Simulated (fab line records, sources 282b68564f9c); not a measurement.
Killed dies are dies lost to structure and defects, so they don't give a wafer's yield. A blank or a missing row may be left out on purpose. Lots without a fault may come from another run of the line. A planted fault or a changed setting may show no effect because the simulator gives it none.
Which tool did it? | flow rit_cmos | 14 lots, 42 wafers sampled, at 3 steps of a route of 202

WHAT THE GAUGES READ, wafer by wafer
RIT_SDANNEAL_RS_MEAS_04: measures by four-point-probe.
lot  | measured    | on            | PSD_RS (ohm/sq)
L470 | day 3 03:47 | film_metro-01 | 115.96 115.79 115.68
L471 | day 3 10:35 | film_metro-03 | 116.36 116.25 116.12
L472 | day 3 13:13 | film_metro-01 | 116.17 116.18 115.95
L473 | day 3 20:49 | film_metro-03 | 116.11 115.84 115.81
L474 | day 4 02:22 | film_metro-04 | 116.27 116.34 116.59
L475 | day 4 07:51 | film_metro-03 | 115.85 115.94 116.08
L476 | day 4 13:05 | film_metro-01 | 116.20 116.05 116.24
L481 | day 5 15:20 | film_metro-01 | 116.36 116.43 116.24
L483 | day 6 05:30 | film_metro-01 | 113.41 113.64 113.84
L485 | day 6 16:22 | film_metro-03 | 113.31 113.17 113.14
L487 | day 6 20:06 | film_metro-01 | 116.19 116.55 115.97
L489 | day 7 06:40 | film_metro-01 | 116.22 116.76 116.14
L491 | day 7 12:41 | film_metro-01 | 116.31 116.48 116.32
L493 | day 7 22:51 | film_metro-03 | 115.81 115.96 116.10

RIT_SDANNEAL_RS_MEAS_06: measures by four-point-probe.
lot  | measured    | on            | PLDD_RS (ohm/sq)
L470 | day 3 04:01 | film_metro-01 | 178.4 178.3 178.3
L471 | day 3 10:50 | film_metro-03 | 178.4 178.4 178.8
L472 | day 3 13:28 | film_metro-01 | 177.7 178.4 177.8
L473 | day 3 21:04 | film_metro-03 | 177.6 178.4 178.3
L474 | day 4 02:37 | film_metro-04 | 178.4 178.8 178.5
L475 | day 4 08:05 | film_metro-03 | 178.9 179.3 178.6
L476 | day 4 13:20 | film_metro-01 | 178.6 179.6 179.0
L481 | day 5 15:35 | film_metro-01 | 179.8 180.2 179.3
L483 | day 6 05:44 | film_metro-01 | 176.3 175.7 175.9
L485 | day 6 16:36 | film_metro-03 | 175.5 175.6 175.6
L487 | day 6 20:20 | film_metro-01 | 178.7 179.0 178.4
L489 | day 7 06:54 | film_metro-01 | 178.6 179.2 178.6
L491 | day 7 12:56 | film_metro-01 | 178.3 178.6 178.1
L493 | day 7 23:05 | film_metro-03 | 178.3 178.6 178.7

WHICH TOOL RAN EACH LOT (tool, then ch and the chambers of the sampled wafers, then the start)
lot  | RIT_SDANNEAL_RTA_03
L470 | rtp_anneal-01 ch 0, day 3 03:43
L471 | rtp_anneal-02 ch 0, day 3 10:32
L472 | rtp_anneal-01 ch 0, day 3 13:09
L473 | rtp_anneal-02 ch 0, day 3 20:44
L474 | rtp_anneal-01 ch 0, day 4 02:19
L475 | rtp_anneal-02 ch 0, day 4 07:46
L476 | rtp_anneal-01 ch 0, day 4 13:02
L481 | rtp_anneal-02 ch 0, day 5 15:17
L483 | rtp_anneal-02 ch 0, day 6 05:26
L485 | rtp_anneal-02 ch 0, day 6 16:18
L487 | rtp_anneal-01 ch 0, day 6 20:02
L489 | rtp_anneal-01 ch 0, day 7 06:35
L491 | rtp_anneal-01 ch 0, day 7 12:38
L493 | rtp_anneal-01 ch 0, day 7 22:46
- RIT_SDANNEAL_RTA_03: time 5 s.

WHAT THE TOOLS THEMSELVES READ (means of the sampled wafers that have a number; where no wafer has one, the mark that the record gives instead)
RIT_SDANNEAL_RTA_03.
lot  | tool          | wafer_temp_C_max
L470 | rtp_anneal-01 | 1052.4
L471 | rtp_anneal-02 | 1053.3
L472 | rtp_anneal-01 | 1053.8
L473 | rtp_anneal-02 | 1053.1
L474 | rtp_anneal-01 | 1053.2
L475 | rtp_anneal-02 | 1052.2
L476 | rtp_anneal-01 | 1053.8
L481 | rtp_anneal-02 | 1055.2
L483 | rtp_anneal-02 | 1053.6
L485 | rtp_anneal-02 | 1053.1
L487 | rtp_anneal-01 | 1053.8
L489 | rtp_anneal-01 | 1053.4
L491 | rtp_anneal-01 | 1054.7
L493 | rtp_anneal-01 | 1054.0

THE ANSWER, worked out from the rows above alone
Rule: what is usual is taken from the lots themselves. Put in order of their means at a reading, lots are off if they are a third of the lots or fewer, leave a main group of 4 or more, and stand apart from it by a gap of 3 or more times the standard deviation of the main group's means; of several such gaps the widest counts. A main group whose means are all the same, to the digits that the tables above print for the reading, isn't used. A lot without any number at a reading at which 4 lots or more have one is off too. The other lots that the step has rows for count as sound. The gauges are gone through in route order, then the tools' own readings, and for those a lot's mean is taken as printed above. The first step at which some lot is off is used, and at that step the reading that is off furthest; a lot without a number counts as furthest.
Off: L483, L485, at RIT_SDANNEAL_RS_MEAS_04 (PSD_RS). The main group: mean 116.16 ohm/sq, standard deviation 0.2.
A tool fits if, at a process step before that reading, it ran every lot that is off, and no sound lot after the first of them. The gauges at RIT_SDANNEAL_RS_MEAS_04 are tried like those tools. One fits: rtp_anneal-02 at RIT_SDANNEAL_RTA_03. Its last sound lot is L481 (day 5 15:17), its first lot that is off L483 (day 6 05:26): a fault that began between those two fits.

WHAT THE SIMULATOR HAD PUT IN
Process parameter drift: rtp_anneal-02, from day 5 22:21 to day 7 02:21, at RIT_SDANNEAL_RTA_03. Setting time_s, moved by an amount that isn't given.
Lots struck among those shown: L483, L485. The rule above found the same.
